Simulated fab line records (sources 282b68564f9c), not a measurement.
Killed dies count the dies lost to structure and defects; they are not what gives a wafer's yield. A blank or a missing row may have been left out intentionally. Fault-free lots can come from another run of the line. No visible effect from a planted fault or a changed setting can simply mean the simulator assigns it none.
Problem report, 8D (eight disciplines) form, completed by code / flow rit-cmos / the parts of the form that need people (team, actions taken, sign-off) are left out

## 1. WHAT WENT WRONG
Mean of chamber-pressure-mTorr at RIT_M1_METAL_ETCH_12: 120.01 mTorr across 3 wafers in 2 lots; on wafers with no fault it is 100.01 mTorr (standard deviation 0.099). So: +99 or more standard deviations from the usual mean.
The step: etches Al in Cl2/BCl3, stops on SiO2, time 165 s, target depth 600 nm.
First observed at day 6 21:20: wafer L979.1, on rie-metal-03. Wafers with a number at this step in the record: 42, from 14 lots. Rule for "out", or "out of limits": more than 4 standard deviations from the usual mean. All remaining wafers that have a number are taken as sound.

## 2. WHAT IT IS, WHAT IT ISN'T
question=which readings at this step | is=chamber-pressure-mTorr | is not=drypump-motor-current-A, he-backside-leak-sccm, oes-product-au, throttle-valve-pct
question=which lots | is=L979, L981 | is not=L963, L965, L967, L968, L971, L972, L973, L975, L978, L983, L985, L986
question=which wafers of those lots | is=L979.1, L981.2, L981.5 | is not=L979.3, L979.5, L981.1
question=read on which tools | is=rie-metal-03 | is not=rie-metal-02, rie-metal-04
question=when | is=from day 6 21:20 | is not=up to then (29 sound wafers); but 10 sound wafers of L981, L983, L985, L986 came after

## 3. THE SUSPECTS, EACH WITH WHAT RULES IT OUT
Counting: a tool at a process step up to the reading stays a suspect if it ran every lot that is out. Sound lots after the first of them don't rule it out here, since some wafers of a struck lot are sound.
- rie-metal-03 at RIT_M1_METAL_ETCH_12 (etches Al in Cl2/BCl3, stops on SiO2, time 165 s, target depth 600 nm): kept. It ran every lot that is out, first L979 (day 6 21:20); its last sound lot up to then is L971 (day 5 06:49). Its own chamber-pressure-mTorr readings are out on those wafers.
- At RIT_M1_METAL_ETCH_12 on rie-metal-03, chamber 0 took the sound wafers of the same lots and chamber 1 took the wafers that are out.
Left after counting: rie-metal-03 at RIT_M1_METAL_ETCH_12.

## 4. THE CAUSE (what the simulator had put in)
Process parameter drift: rie-metal-03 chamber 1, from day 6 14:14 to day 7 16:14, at RIT_M1_METAL_ETCH_12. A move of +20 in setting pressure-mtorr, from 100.
Only this tool survived the counting.

## 5. SEQUENCE OF EFFECTS, ordered by route
One row per reading whose mean, taken over the struck wafers that have a number, lies over 3 standard deviations from the usual. Only readings for which the record gives a usual standard deviation are gone through. hours: the time from each lot's start at the first step in this table that gives one to its start at this step, as a median over the lots. sigmas: the change in usual standard deviations.
hours=0; step=RIT_M1_METAL_ETCH_12; reading=chamber-pressure-mTorr; usual=100.01 mTorr; on struck wafers=120.01; change=+20.00; sigmas=+99 or more
It contains these process steps:
- RIT_M1_METAL_ETCH_12: etches Al in Cl2/BCl3, stops on SiO2, time 165 s, target depth 600 nm.

## 6. WHAT WOULD HAVE CAUGHT IT SOONER
In this record no reading fell out of limits until day 6 21:20, 7 hours after the fault had begun at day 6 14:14.
